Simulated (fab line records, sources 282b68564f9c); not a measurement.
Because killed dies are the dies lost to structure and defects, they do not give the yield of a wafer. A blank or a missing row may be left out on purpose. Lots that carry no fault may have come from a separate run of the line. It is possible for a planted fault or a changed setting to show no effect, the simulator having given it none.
One fault through the eyes of 2 desks -- flow ritCmos -- each desk holds nothing but its own numbers, with what lay behind them at the end

== DESK OF THE TOOL OWNER: implanter-02 ==
For each lot that ran on this tool, the mean over its sampled wafers that have a number, from the tool's own readings at RIT_PWELL_IMPLANT_08. A lot is out of limits, marked OUT, if its mean lies more than 4 standard deviations from the usual mean; the brackets give that distance.
Columns: A = doseIonsCm2 at RIT_PWELL_IMPLANT_08, usual 7e+13; B = faradayCurrentUA at RIT_PWELL_IMPLANT_08, usual 222
lot,first seen here,A,B
L525,day 2 03:53,7e+13,226
L527,day 2 15:10,7e+13,223
L529,day 3 01:51,7e+13,222
L530,day 3 07:44,7e+13,219
L531,day 3 11:31,7e+13,220
L533,day 4 00:39,7e+13,221
L539,day 5 02:19,6e+13 (-99 or more) OUT,176 (-10) OUT
L540,day 5 08:41,6e+13 (-99 or more) OUT,177 (-10) OUT
This desk's finding: out of limits on L539, L540; first on L539, day 5 02:19 (doseIonsCm2 at RIT_PWELL_IMPLANT_08). L525, L527, L529, L530, L531, L533 stayed within limits.

== METROLOGY DESK ==
Means of the sampled wafers that have a number, per lot and without regard to the tool the lot ran on: this is what the gauges read. A lot is out of limits, marked OUT, if its mean lies more than 4 standard deviations from the usual mean; the brackets give that distance.
Columns: A = NWELL_TW at RIT_NWELL_TW_MEAS_10, usual 2139; B = PWELL_OVL at RIT_PWELL_OVL_MEAS_06, usual 1.4 nm; C = PWELL_TW at RIT_PWELL_TW_MEAS_10, usual 951; D = PWELL_RS at RIT_WELLDRIVE_RS_MEAS_02, usual 429.3 ohm/sq
lot,first seen here,A,B,C,D
L525,day 2 02:31,2148,-1.0,953,429.7
L526,day 2 08:33,2135,0.4,954,431.7
L527,day 2 13:47,2129,1.8,948,429.4
L528,day 2 18:14,2156,2.0,957,431.0
L529,day 3 00:28,2126,0.1,952,427.8
L530,day 3 06:31,2137,1.3,952,427.7
L531,day 3 10:16,2140,0.2,948,429.1
L533,day 3 23:15,2128,1.8,943,429.0
L539,day 5 00:47,2164,-0.9,888 (-9.5) OUT,498.6 (+58) OUT
L540,day 5 07:17,2134,-0.6,894 (-8.5) OUT,496.6 (+56) OUT
L542,day 5 23:44,2163,3.1,940,429.5
L545,day 6 08:19,2146,1.5,943,429.1
L546,day 6 12:33,2142,1.3,954,428.0
L547,day 6 19:01,2119,0.3,947,428.7
This desk's finding: out of limits on L539, L540; first on L539, day 5 02:37 (PWELL_TW at RIT_PWELL_TW_MEAS_10). L525, L526, L527, L528, L529, L530, L531, L533, L542, L545, L546, L547 stayed within limits.

== PUT TOGETHER ==
On L539, L540, at day 5 02:19, an alarm was possible from the tool owner's desk.
An alarm was possible from the metrology desk at day 5 02:37, on L539, L540.
Every lot named ran RIT_PWELL_IMPLANT_08 on implanter-02.

== WHAT WAS PUT IN BY THE SIMULATOR ==
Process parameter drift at RIT_PWELL_IMPLANT_08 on implanter-02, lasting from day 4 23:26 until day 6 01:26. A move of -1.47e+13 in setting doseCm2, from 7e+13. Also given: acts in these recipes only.
Struck lots among those shown: L539, L540.
Counting hours from when the fault started, the first reading out of limits came at 3 for the tool owner's desk and at 3 for the metrology desk.
